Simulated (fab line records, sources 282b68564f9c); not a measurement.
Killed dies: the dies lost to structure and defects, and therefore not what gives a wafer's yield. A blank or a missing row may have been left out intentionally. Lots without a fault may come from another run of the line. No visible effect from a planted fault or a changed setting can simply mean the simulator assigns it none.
Which tool did it?    flow rit cmos    14 lots with 42 wafers sampled at 6 steps, on a route of 202 steps

== WHAT THE GAUGES SHOWED, per wafer ==
RIT_SILICIDE_RS_MEAS_02: the measuring method here is four-point-probe. Usual: SILICIDE_TI_RS typically reads 47.9 ohm/sq, with standard deviation 0.58.
lot   measured     on             SILICIDE_TI_RS (ohm/sq)  flag
L132  day 3 04:01  film metro-01  47.7 47.4 49.0           
L133  day 3 10:01  film metro-02  46.8 47.9 47.2           
L134  day 3 13:56  film metro-01  48.4 48.3 48.1           
L136  day 4 05:26  film metro-02  48.7 48.2 48.3           
L137  day 4 07:10  film metro-02  48.0 47.6 48.5           
L138  day 4 09:03  film metro-04  48.0 49.1 47.8           
L140  day 4 23:08  film metro-04  48.5 48.2 48.6           
L143  day 5 19:53  film metro-04  25.1 25.1 25.3           OFF
L146  day 6 07:01  film metro-04  24.9 25.0 24.8           OFF
L148  day 6 19:47  film metro-04  47.2 47.3 47.5           
L149  day 7 06:29  film metro-01  47.6 47.8 47.7           
L151  day 7 08:08  film metro-04  46.9 46.6 47.0           
L154  day 8 03:28  film metro-04  48.0 48.0 47.6           
L155  day 8 05:43  film metro-04  46.7 47.4 46.8           

RIT_SILICIDE_THK_MEAS_03: measures by xrf. Usual: SILICIDE_TI_THK typically reads 30.6 nm, with standard deviation 0.33.
lot   measured     on             SILICIDE_TI_THK (nm)  flag
L132  day 3 04:08  film metro-01  30.5 30.7 30.0        
L133  day 3 10:07  film metro-02  31.0 30.4 30.8        
L134  day 3 14:03  film metro-01  30.2 30.3 30.5        
L136  day 4 05:34  film metro-02  30.0 30.3 30.1        
L137  day 4 07:17  film metro-02  30.1 30.5 30.0        
L138  day 4 09:10  film metro-04  30.6 29.9 30.5        
L140  day 4 23:14  film metro-04  30.2 30.4 30.1        
L143  day 5 20:00  film metro-04  51.8 51.9 51.5        OFF
L146  day 6 07:07  film metro-04  51.9 51.7 52.1        OFF
L148  day 6 19:53  film metro-04  30.9 30.9 30.7        
L149  day 7 06:35  film metro-01  30.7 30.6 30.6        
L151  day 7 08:14  film metro-04  31.1 31.4 31.2        
L154  day 8 03:35  film metro-04  30.6 30.7 30.9        
L155  day 8 05:49  film metro-04  31.3 31.1 31.3        

RIT_CONTACT_OVL_MEAS_09. Usual: CONTACT_OVL typically reads 0.1 nm, with standard deviation 1.6.
lot   measured     on          CONTACT_OVL (nm)  flag
L132  day 3 05:52  overlay-01  -0.4 -0.3 -0.7    
L133  day 3 11:32  overlay-01  1.5 1.0 2.0       
L134  day 3 15:29  overlay-01  1.1 -0.4 -1.1     
L136  day 4 07:04  overlay-01  2.9 1.9 -0.5      
L137  day 4 08:54  overlay-02  -0.8 -1.1 -1.5    
L138  day 4 10:54  overlay-01  0.4 2.8 1.3       
L140  day 5 00:52  overlay-01  -1.0 -0.9 -0.7    
L143  day 5 21:34  overlay-01  2.4 2.6 2.3       
L146  day 6 08:33  overlay-02  3.3 1.1 2.1       
L148  day 6 21:19  overlay-01  1.1 1.6 1.4       
L149  day 7 08:08  overlay-01  -2.1 -2.4 -1.2    
L151  day 7 09:47  overlay-02  -2.0 -0.8 -3.4    
L154  day 8 05:02  overlay-01  0.3 -0.9 1.3      
L155  day 8 07:15  overlay-01  -1.1 -1.7 -1.2    

== TOOL THAT RAN EACH LOT (tool first, then ch and the chambers of the sampled wafers, then the start) ==
lot   RIT_GATE_STRIP_20                    RIT_SILICIDE_SPUTTER_01      RIT_SILICIDE_RTA_04
L132  plasma asher-02 ch 0,1, day 2 14:20  pvd sputter-02, day 3 03:52  rtp anneal-02 ch 0, day 3 04:12
L133  plasma asher-03 ch 0, day 2 21:04    pvd sputter-02, day 3 09:50  rtp anneal-01 ch 0, day 3 10:11
L134  plasma asher-03 ch 0,1, day 3 00:37  pvd sputter-01, day 3 13:47  rtp anneal-02 ch 0, day 3 14:07
L136  plasma asher-02 ch 0,1, day 3 15:17  pvd sputter-01, day 4 05:17  rtp anneal-02 ch 0, day 4 05:37
L137  plasma asher-01 ch 0,1, day 3 16:42  pvd sputter-03, day 4 07:00  rtp anneal-01 ch 0, day 4 07:22
L138  plasma asher-03 ch 0,1, day 3 20:16  pvd sputter-02, day 4 08:54  rtp anneal-02 ch 0, day 4 09:14
L140  plasma asher-03 ch 0,1, day 4 09:30  pvd sputter-01, day 4 22:57  rtp anneal-02 ch 0, day 4 23:18
L143  plasma asher-01 ch 0,1, day 5 05:14  pvd sputter-02, day 5 19:44  rtp anneal-01 ch 0, day 5 20:04
L146  plasma asher-01 ch 0,1, day 5 17:47  pvd sputter-02, day 6 06:50  rtp anneal-02 ch 0, day 6 07:11
L148  plasma asher-01 ch 0,1, day 6 05:55  pvd sputter-03, day 6 19:37  rtp anneal-02 ch 0, day 6 19:57
L149  plasma asher-01 ch 0,1, day 6 17:43  pvd sputter-01, day 7 06:18  rtp anneal-02 ch 0, day 7 06:39
L151  plasma asher-03 ch 0,1, day 6 18:30  pvd sputter-03, day 7 07:56  rtp anneal-01 ch 0, day 7 08:17
L154  plasma asher-02 ch 1, day 7 12:19    pvd sputter-01, day 8 03:19  rtp anneal-02 ch 0, day 8 03:39
L155  plasma asher-03 ch 0,1, day 7 15:19  pvd sputter-03, day 8 05:32  rtp anneal-01 ch 0, day 8 05:53
- RIT_GATE_STRIP_20: strips in O2, time 180 s.
- RIT_SILICIDE_SPUTTER_01: material Ti, target thk 30 nm, time 240 s.
- RIT_SILICIDE_RTA_04: time 10 s, ramp up 5 s, ramp down 5 s.

== WHAT THE TOOLS THEMSELVES READ (means of the sampled wafers that have a number; where no wafer has one, the mark that the record gives instead) ==
RIT_GATE_STRIP_20. Usual: drypump motor current A 5.74 A, standard deviation 0.24; o2 flow sccm 4001 sccm, standard deviation 10.
lot   tool             drypump motor current A (A)  o2 flow sccm (sccm)  flag
L132  plasma asher-02  5.55                         4000                 
L133  plasma asher-03  6.04                         4001                 
L134  plasma asher-03  5.91                         3996                 
L136  plasma asher-02  5.79                         4002                 
L137  plasma asher-01  5.65                         4002                 
L138  plasma asher-03  5.90                         3998                 
L140  plasma asher-03  5.77                         4013                 
L143  plasma asher-01  5.63                         3997                 
L146  plasma asher-01  5.62                         4002                 
L148  plasma asher-01  5.63                         4000                 
L149  plasma asher-01  5.63                         4005                 
L151  plasma asher-03  5.89                         4012                 
L154  plasma asher-02  5.24                         4010                 
L155  plasma asher-03  5.77                         4001                 

RIT_SILICIDE_SPUTTER_01. Usual: chamber pressure pa 0.6670 Pa, standard deviation 0.0014; throttle valve pct 29.9 %, standard deviation 1.4.
lot   tool            chamber pressure pa (Pa)  throttle valve pct (%)  flag
L132  pvd sputter-02  0.6674                    29.9                    
L133  pvd sputter-02  0.6682                    31.4                    
L134  pvd sputter-01  0.6672                    29.6                    
L136  pvd sputter-01  0.6665                    29.8                    
L137  pvd sputter-03  0.6677                    29.5                    
L138  pvd sputter-02  0.6678                    31.3                    
L140  pvd sputter-01  0.6674                    29.8                    
L143  pvd sputter-02  0.6654                    31.3                    
L146  pvd sputter-02  0.6688                    31.3                    
L148  pvd sputter-03  0.6686                    29.6                    
L149  pvd sputter-01  0.6653                    29.1                    
L151  pvd sputter-03  0.6671                    29.6                    
L154  pvd sputter-01  0.6679                    29.7                    
L155  pvd sputter-03  0.6663                    29.9                    

RIT_SILICIDE_RTA_04. Usual: wafer_temp_C_max 654.1, standard deviation 1.2.
lot   tool           wafer_temp_C_max  flag
L132  rtp anneal-02  656.0             
L133  rtp anneal-01  653.1             
L134  rtp anneal-02  654.5             
L136  rtp anneal-02  655.0             
L137  rtp anneal-01  653.5             
L138  rtp anneal-02  654.1             
L140  rtp anneal-02  655.6             
L143  rtp anneal-01  653.5             
L146  rtp anneal-02  654.7             
L148  rtp anneal-02  656.0             
L149  rtp anneal-02  654.5             
L151  rtp anneal-01  653.0             
L154  rtp anneal-02  655.1             
L155  rtp anneal-01  653.2             

== THE ANSWER, worked out from the rows above alone ==
Rule: lot off if the mean of its wafers having a number is beyond 3 standard deviations from the usual mean. Also off: a lot with no number at a reading for which 4 or more lots have one. Any other lot the step has rows for is counted as sound. First the gauges in route order, then the tools' own readings, where a lot's mean is used as printed above. The first step at which some lot is off is used, and at that step the reading that is off furthest; a lot without a number counts as furthest.
Off: at RIT_SILICIDE_RS_MEAS_02 (SILICIDE_TI_RS), L143, L146.
If a tool, at a process step before that reading, ran all the lots that are off and no sound lot after the first of them, it fits. Those tools and the gauges at RIT_SILICIDE_RS_MEAS_02 are tried in the same way. One fits: pvd sputter-02 at RIT_SILICIDE_SPUTTER_01. Its last sound lot is L138 (day 4 08:54), its first lot that is off L143 (day 5 19:44): a fault that began between those two fits.

== WHAT THE SIMULATOR PUT IN ==
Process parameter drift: pvd sputter-02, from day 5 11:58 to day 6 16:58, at RIT_SILICIDE_SPUTTER_01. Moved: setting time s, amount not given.
Shown lots that were struck: L143, L146. The rule above reached the same finding.
